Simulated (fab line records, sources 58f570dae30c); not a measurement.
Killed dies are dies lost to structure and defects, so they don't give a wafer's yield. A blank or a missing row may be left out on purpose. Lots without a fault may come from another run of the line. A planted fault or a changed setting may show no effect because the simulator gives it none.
Split-lot experiment | flow berkeley_cmos170 | 5 lots, 23 wafers read, on a route of 331 steps

THE SPLIT
At UCB170_GATE_PEB_10, the setting peb_temp_c was moved away from the recipe's 130 C on 8 of the 23 wafers read, by -1.9% to +2.7%. The other wafers ran this setting at the recipe's value.

FROM THE SPLIT TO THE READING: what the file shows between them, 5 steps
- UCB170_GATE_DEVELOP_11: develop time 45 s
- UCB170_GATE_CD_MEAS_12: target cd 350 nm
- UCB170_GATE_ETCH_14: etches BARC in N2/H2
- UCB170_GATE_ETCH_15: etches poly-Si in HBr/Cl2, stops on SiO2, time 56.3 s, target depth 278.2 nm
- UCB170_GATE_STRIP_16: strips in O2

THE READING
cd_nm, in nm, at UCB170_GATE_CD_MEAS_90 (target cd 350 nm). Fault-free wafers of this fab line usually give 350.1 nm, standard deviation 1.5 nm.

wafer  | tool, chamber at the split | peb_temp_c as run, C | against the recipe | cd_nm, nm | against lot-mates on the recipe
L076.1 | litho_track-02, 0          | 130                  | recipe             | 350.4     | -
L076.2 | litho_track-02, 0          | 130                  | recipe             | 352.7     | -
L076.3 | litho_track-02, 0          | 130                  | recipe             | 351.6     | -
L076.5 | litho_track-02, 0          | 130                  | recipe             | 349.1     | -
L076.6 | litho_track-02, 0          | 130                  | recipe             | 350.6     | -
L075.1 | litho_track-03, 0          | 130                  | recipe             | 351.7     | -
L075.2 | litho_track-03, 0          | 130                  | recipe             | 350.2     | -
L075.4 | litho_track-03, 0          | 133.3                | +2.5%              | 331.6     | -19.3
L075.5 | litho_track-03, 0          | 133.3                | +2.5%              | 332.8     | -18.1
L075.6 | litho_track-03, 0          | 133.3                | +2.5%              | 330.3     | -20.6
L077.1 | litho_track-03, 0          | 130                  | recipe             | 346.3     | -
L077.3 | litho_track-03, 0          | 130                  | recipe             | 346.6     | -
L077.4 | litho_track-03, 0          | 127.5                | -1.9%              | 365.7     | +19.2
L077.5 | litho_track-03, 0          | 127.5                | -1.9%              | 366.7     | +20.2
L077.6 | litho_track-03, 0          | 127.5                | -1.9%              | 365.1     | +18.6
L079.1 | litho_track-03, 0          | 130                  | recipe             | 349.3     | -
L079.3 | litho_track-03, 0          | 133.5                | +2.7%              | 328.5     | -21.1
L079.4 | litho_track-03, 0          | 133.5                | +2.7%              | 329.1     | -20.5
L079.5 | litho_track-03, 0          | 130                  | recipe             | 349.7     | -
L079.6 | litho_track-03, 0          | 130                  | recipe             | 349.7     | -
L078.1 | litho_track-03, 0          | 130                  | recipe             | 350.7     | -
L078.2 | litho_track-03, 0          | 130                  | recipe             | 350.1     | -
L078.6 | litho_track-03, 0          | 130                  | recipe             | 350.2     | -

THE FIT
A straight line over all 23 wafers: cd_nm changes by -7.73 nm for each +1% of peb_temp_c; r = -0.99; the points scatter about the line by 1.6 nm.
The same after taking each lot's own level away (the mean of its wafers on the recipe; 23 wafers): -8.4 nm for each +1%; r = -0.99; scatter 1.5 nm.
On that fit, the largest move of peb_temp_c shifts the reading by 23 nm.
The lots' own levels span 346.45 to 350.95 nm, that is 3.0 times the standard deviation above.
So the lot-to-lot level changes the slope little: the two slopes agree.
Check: with one of the wafers moved furthest among these (+2.7%) left out of the fit, the line predicts -21.9 nm for it against its lot-mates. It came out at -21.1 nm against them.

OTHER SPLITS ON THESE WAFERS
These wafers also went through other splits before the reading. Each is held against what the fit with the lots' levels taken away leaves over:
other split on the same wafers    | wafers away from the commonest value | r with cd_nm (lot level and that fit taken away)
UCB170_NWELL_COAT_07 spin_rpm     | 6                                    | -0.16
UCB170_ACTIVE_PEB_11 peb_temp_c   | 7                                    | +0.33
UCB170_ACTIVE_STRIP_16 power_w    | 8                                    | +0.51
UCB170_NVT_IMPLANT_07 energy_kev  | 9                                    | +0.14
UCB170_GATE_COAT_07 resist_thk_nm | 7                                    | +0.20

THE WHOLE CHAIN: every reading that the file lists as answering this split, in the file's order
step                   | what it does                                                                 | reading                                                     | change (the file's fit)              | r (the file's)
UCB170_GATE_CD_MEAS_12 | target cd 350 nm                                                             | cd_nm                                                       | -8.1 nm for each +1% of the setting  | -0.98
UCB170_GATE_ETCH_15    | etches poly-Si in HBr/Cl2, stops on SiO2, time 56.3 s, target depth 278.2 nm | GATE.cd_nm (the simulator's own value, which no gauge read) | -8.18 nm for each +1% of the setting | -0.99
UCB170_GATE_CD_MEAS_90 | target cd 350 nm                                                             | cd_nm                                                       | -8.19 nm for each +1% of the setting | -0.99

THE FILE'S OWN FIT
cd_nm changes by -8.19 nm for each +1% of peb_temp_c, r = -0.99.
